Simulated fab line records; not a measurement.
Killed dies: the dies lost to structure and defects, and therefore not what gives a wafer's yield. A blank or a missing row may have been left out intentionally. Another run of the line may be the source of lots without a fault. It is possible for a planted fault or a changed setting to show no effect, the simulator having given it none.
One fault through the eyes of 2 desks    flow berkeleyCmos170    only its own numbers are on each desk; what lay behind them is given at the end

## METROLOGY DESK
Means of the sampled wafers that have a number, per lot and without regard to the tool the lot ran on: this is what the gauges read. The brackets show how far a lot's mean lies from the usual mean; more than 4 standard deviations puts the lot out of limits, marked OUT.
Columns: A = cdNm at UCB170_PSD_CD_MEAS_06, usual 1199.7 nm; B = M1_AL_THK at UCB170_M1_THK_MEAS_02, usual 581 nm
lot   first seen here  A       B
L486  day 8 00:53      1198.4  577
L490  day 8 15:37      1200.7  576
L489  day 8 15:49      1198.4  575
L493  day 9 16:59      1199.9  582
L494  day 9 17:10      1198.0  583
L495  day 9 23:53      1199.6  573
L496  day 9 23:58      1199.0  580
L498  day 10 07:37     1201.1  581
L497  day 10 07:40     1198.6  584
L501  day 10 23:51     1198.6  578
L504  day 11 04:36     1202.1  580
L506  day 12 03:36     1199.8  588
L505  day 12 03:46     1199.4  596
L508  day 12 13:26     1198.8  577
Finding of this desk: none of the 14 lots has anything out of limits.

## THE TOOL OWNER'S DESK: rtpAnneal-02
The tool's own readings at UCB170_CONTACT_RTA_08 (time 10 s): means of the sampled wafers that have a number, for each lot that ran on this tool. The brackets show how far a lot's mean lies from the usual mean; more than 4 standard deviations puts the lot out of limits, marked OUT.
Columns: A = lampPowerPct at UCB170_CONTACT_RTA_08, usual 22.08 %; B = wafer_temp_C_max at UCB170_CONTACT_RTA_08, usual 904.3
lot   first seen here  A                 B
L486  day 8 09:45      22.35             903.2
L490  day 9 01:41      22.38             903.9
L494  day 10 00:41     22.36             903.4
L496  day 10 09:31     22.38             902.9
L497  day 10 19:15     22.37             903.8
L501  day 11 09:02     24.65 (+8.6) OUT  937.5 (+26) OUT
L504  day 11 13:43     24.65 (+8.6) OUT  938.8 (+27) OUT
This desk's finding: out of limits on L501, L504; first on L501, day 11 09:02 (lampPowerPct at UCB170_CONTACT_RTA_08). L486, L490, L494, L496, L497: within limits.

## PUT TOGETHER
The tool owner's desk had the chance to raise an alarm at day 11 09:02 on L501, L504.
At the metrology desk, nothing out of limits was observed.
The metrology desk has L501, L504 on record, within its limits.
Of the lots named, all ran UCB170_CONTACT_RTA_08 on rtpAnneal-02.

## WHAT THE SIMULATOR PUT IN
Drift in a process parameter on rtpAnneal-02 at UCB170_CONTACT_RTA_08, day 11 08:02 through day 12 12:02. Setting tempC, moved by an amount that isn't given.
Shown lots that were struck: L501, L504.
Hours from the fault's start to each desk's first reading out of limits: the tool owner's desk, 1.
